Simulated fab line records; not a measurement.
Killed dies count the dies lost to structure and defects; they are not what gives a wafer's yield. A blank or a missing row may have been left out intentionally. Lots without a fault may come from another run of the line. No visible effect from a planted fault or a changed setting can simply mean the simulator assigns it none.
Comparing a struck lot with a sound one :: flow rit-cmos :: 14 steps out of a route of 202
Sound: these wafers, L226.2, L226.4, L226.6. The struck wafers were L241.1, L241.3, L241.4. The cause comes at the end.
For every step that has rows: the tool of each side, followed by ch and its chambers, followed by its first start. Under that, the readings that differ: sound wafers :: struck wafers :: difference of the means :: sigmas: that difference in standard deviations of wafers without a fault.
alike: a reading whose means differ by less than 2 such deviations, as well as words and numbers matching on both sides. not compared: withheld readings; readings where some wafer has no value; bounds like >300 that might hide an equal value; numbers whose values overlap and for which the record gives no deviation.
The two part at a step that has a row with sigmas, a row that says differs or no value, or rows on one side only. Numbers that don't overlap but have no deviation are shown without sigmas and don't part them. A reading that every wafer of one side lacks parts them only if that side has two wafers or more.

first, 4 steps without rows for these wafers: RIT_NWELL_SOFTBAKE_02 (time 60 s); RIT_NWELL_EXPOSE_03 (exposes mask M2, target cd 43900 nm); RIT_NWELL_PEB_04; RIT_NWELL_DEVELOP_05 (develop time 68 s).
RIT_NWELL_OVL_MEAS_06:
  struck on overlay-01, day 5 07:46; sound on overlay-01, day 2 02:02
  alike: NWELL_OVL
then, 2 steps without rows for these wafers: RIT_NWELL_HARDBAKE_07 (time 120 s); RIT_NWELL_IMPLANT_08.
RIT_NWELL_STRIP_09: strips in O2, time 180 s.
  sound on plasma-asher-04 ch 0,1, day 2 02:28; struck on plasma-asher-04 ch 0,1, day 5 08:12
  alike: drypump-motor-current-A
  not compared: rf-hours-counter-h
RIT_NWELL_TW_MEAS_10:
  struck on film-metro-02, day 5 08:22; sound on film-metro-03, day 2 02:40
  alike: NWELL_TW
then, 3 steps without rows for these wafers: RIT_PWELL_HMDS_00 (prime time 60 s); RIT_PWELL_COAT_01 (resist thk 1300 nm); RIT_PWELL_SOFTBAKE_02 (time 60 s).
RIT_PWELL_EXPOSE_03: exposes mask M3, target cd 43700 nm.
  struck on iline-stepper-02, day 5 08:53; sound on iline-stepper-01 ch 0, day 2 03:11
  no value came back on the struck wafers for exposure-dose-mJ-cm2, focus-offset-nm (nm), reticle-temp-C (C); on the sound wafers exposure-dose-mJ-cm2 reads 249.90 249.84 249.93
  alike: mask
after that, 1 step had no rows for these wafers: RIT_PWELL_PEB_04.

## WHERE THEY PART
Only at RIT_PWELL_EXPOSE_03, within this record.

WHY: what had been put in by the simulator
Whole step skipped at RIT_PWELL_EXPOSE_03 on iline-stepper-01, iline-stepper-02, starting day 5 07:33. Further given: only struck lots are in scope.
